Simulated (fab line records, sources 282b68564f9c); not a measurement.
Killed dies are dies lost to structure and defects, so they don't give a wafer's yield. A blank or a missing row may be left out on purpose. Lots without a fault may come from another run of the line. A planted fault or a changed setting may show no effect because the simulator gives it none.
One fault seen from 2 desks | flow rit_cmos | each desk has only its own numbers; what lay behind them comes last

THE TOOL OWNER'S DESK: implanter-02
The tool's own readings at RIT_PWELL_IMPLANT_08: means of the sampled wafers that have a number, for each lot that ran on this tool. A lot is out of limits, marked OUT, if its mean lies more than 4 standard deviations from the usual mean; the brackets give that distance.
Columns: A = beam_energy_keV at RIT_PWELL_IMPLANT_08, usual 169.99
lot  | first seen here | A
L394 | day 2 07:39     | 169.98
L396 | day 2 17:17     | 169.91
L399 | day 3 07:37     | 170.02
L400 | day 3 14:38     | 169.92
L401 | day 3 22:17     | 220.95 (+99 or more) OUT
L406 | day 4 16:56     | 220.95 (+99 or more) OUT
This desk's finding: out of limits on L401, L406; first on L401, day 3 22:17 (beam_energy_keV at RIT_PWELL_IMPLANT_08). In limits: L394, L396, L399, L400.

THE METROLOGY DESK
What the gauges read, lot by lot, whatever tool the lot ran on: means of the sampled wafers that have a number. A lot is out of limits, marked OUT, if its mean lies more than 4 standard deviations from the usual mean; the brackets give that distance.
Columns: A = PWELL_RS at RIT_WELLDRIVE_RS_MEAS_02, usual 429.1 ohm/sq
lot  | first seen here | A
L393 | day 2 15:14     | 430.6
L394 | day 2 15:15     | 429.1
L396 | day 3 00:04     | 428.8
L397 | day 3 05:01     | 428.3
L398 | day 3 08:13     | 429.8
L399 | day 3 14:54     | 427.5
L400 | day 3 20:54     | 427.5
L402 | day 4 03:47     | 429.0
L401 | day 4 05:16     | 417.0 (-10) OUT
L404 | day 4 14:05     | 430.3
L406 | day 4 23:10     | 419.1 (-8.3) OUT
L410 | day 5 21:25     | 428.8
L412 | day 6 08:26     | 429.9
L415 | day 6 22:26     | 429.6
This desk's finding: out of limits on L401, L406; first on L401, day 4 05:16 (PWELL_RS at RIT_WELLDRIVE_RS_MEAS_02). In limits: L393, L394, L396, L397, L398, L399, L400, L402, L404, L410, L412, L415.

PUT TOGETHER
The tool owner's desk could have raised an alarm at day 3 22:17, on L401, L406.
The metrology desk could have raised an alarm at day 4 05:16, on L401, L406.
Of the lots named, all ran RIT_PWELL_IMPLANT_08 on implanter-02.

WHAT THE SIMULATOR HAD PUT IN
Process parameter drift: implanter-02, from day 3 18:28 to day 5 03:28, at RIT_PWELL_IMPLANT_08. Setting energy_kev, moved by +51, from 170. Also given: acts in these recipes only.
Lots struck among those shown: L401, L406.
Hours from the fault's start to each desk's first reading out of limits: the tool owner's desk, 4; the metrology desk, 11.
